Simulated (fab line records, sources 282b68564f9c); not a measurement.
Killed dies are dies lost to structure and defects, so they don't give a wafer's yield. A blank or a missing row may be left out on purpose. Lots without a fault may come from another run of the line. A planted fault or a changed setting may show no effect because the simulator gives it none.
Which tool did it? | flow rit_cmos | 13 lots, 39 wafers sampled, at 2 steps of a route of 202

WHAT THE GAUGES READ, wafer by wafer
The record holds no reading of a measuring or inspecting step that can be judged against a usual standard deviation.

WHICH TOOL RAN EACH LOT (tool, then ch and the chambers of the sampled wafers, then the start)
lot  | RIT_GATE_CLEAN_04              | RIT_M1_PROBE_99
L502 | wet_bench-03 ch 2, day 2 08:53 | -
L503 | wet_bench-04 ch 1, day 2 14:59 | -
L504 | wet_bench-02 ch 3, day 2 23:17 | -
L505 | wet_bench-03 ch 3, day 3 03:31 | -
L506 | wet_bench-02 ch 2, day 3 05:01 | -
L511 | wet_bench-02 ch 3, day 4 10:20 | prober-01, day 6 08:21
L516 | wet_bench-04 ch 3, day 5 09:35 | -
L517 | wet_bench-03 ch 1, day 5 15:33 | prober-01, day 6 18:19
L518 | wet_bench-04 ch 1, day 5 19:43 | -
L520 | wet_bench-03 ch 1, day 6 04:02 | -
L523 | wet_bench-03 ch 3, day 6 18:47 | -
L524 | wet_bench-02 ch 0, day 7 00:00 | -
L525 | wet_bench-04 ch 2, day 7 07:44 | -
- RIT_GATE_CLEAN_04: cleans in dHF, time 60 s.
- RIT_M1_PROBE_99

WHAT THE TOOLS THEMSELVES READ (means of the sampled wafers that have a number; where no wafer has one, the mark that the record gives instead)
RIT_GATE_CLEAN_04.
lot  | tool         | run_length_s (s)
L502 | wet_bench-03 | 85.8
L503 | wet_bench-04 | 91.5
L504 | wet_bench-02 | 84.7
L505 | wet_bench-03 | 92.6
L506 | wet_bench-02 | 85.4
L511 | wet_bench-02 | 143.5
L516 | wet_bench-04 | 85.5
L517 | wet_bench-03 | 84.5
L518 | wet_bench-04 | 85.7
L520 | wet_bench-03 | 85.1
L523 | wet_bench-03 | 85.6
L524 | wet_bench-02 | 86.0
L525 | wet_bench-04 | 84.7

RIT_M1_PROBE_99.
lot  | tool      | killed_at_M0_to_M3 | killed_at_contacts | killed_at_front_end | killed_dies | killed_open | killed_short
L511 | prober-01 | 0.0                | 0.0                | 5.0                 | 5.0         | 3.0         | 2.0
L517 | prober-01 | 0.0                | 0.0                | 7.0                 | 7.0         | 3.0         | 4.0

THE ANSWER, worked out from the rows above alone
Rule: what is usual is taken from the lots themselves. Put in order of their means at a reading, lots are off if they are a third of the lots or fewer, leave a main group of 4 or more, and stand apart from it by a gap of 3 or more times the standard deviation of the main group's means; of several such gaps the widest counts. A main group whose means are all the same, to the digits that the tables above print for the reading, isn't used. A lot without any number at a reading at which 4 lots or more have one is off too. The other lots that the step has rows for count as sound. The gauges are gone through in route order, then the tools' own readings, and for those a lot's mean is taken as printed above. The first step at which some lot is off is used, and at that step the reading that is off furthest; a lot without a number counts as furthest.
Off: L511, at RIT_GATE_CLEAN_04 (run_length_s). The main group: mean 86.4 s, standard deviation 2.6.
A tool fits if, at that step or a process step before it, it ran every lot that is off, and no sound lot after the first of them. None of those tried fits.

WHAT THE SIMULATOR HAD PUT IN
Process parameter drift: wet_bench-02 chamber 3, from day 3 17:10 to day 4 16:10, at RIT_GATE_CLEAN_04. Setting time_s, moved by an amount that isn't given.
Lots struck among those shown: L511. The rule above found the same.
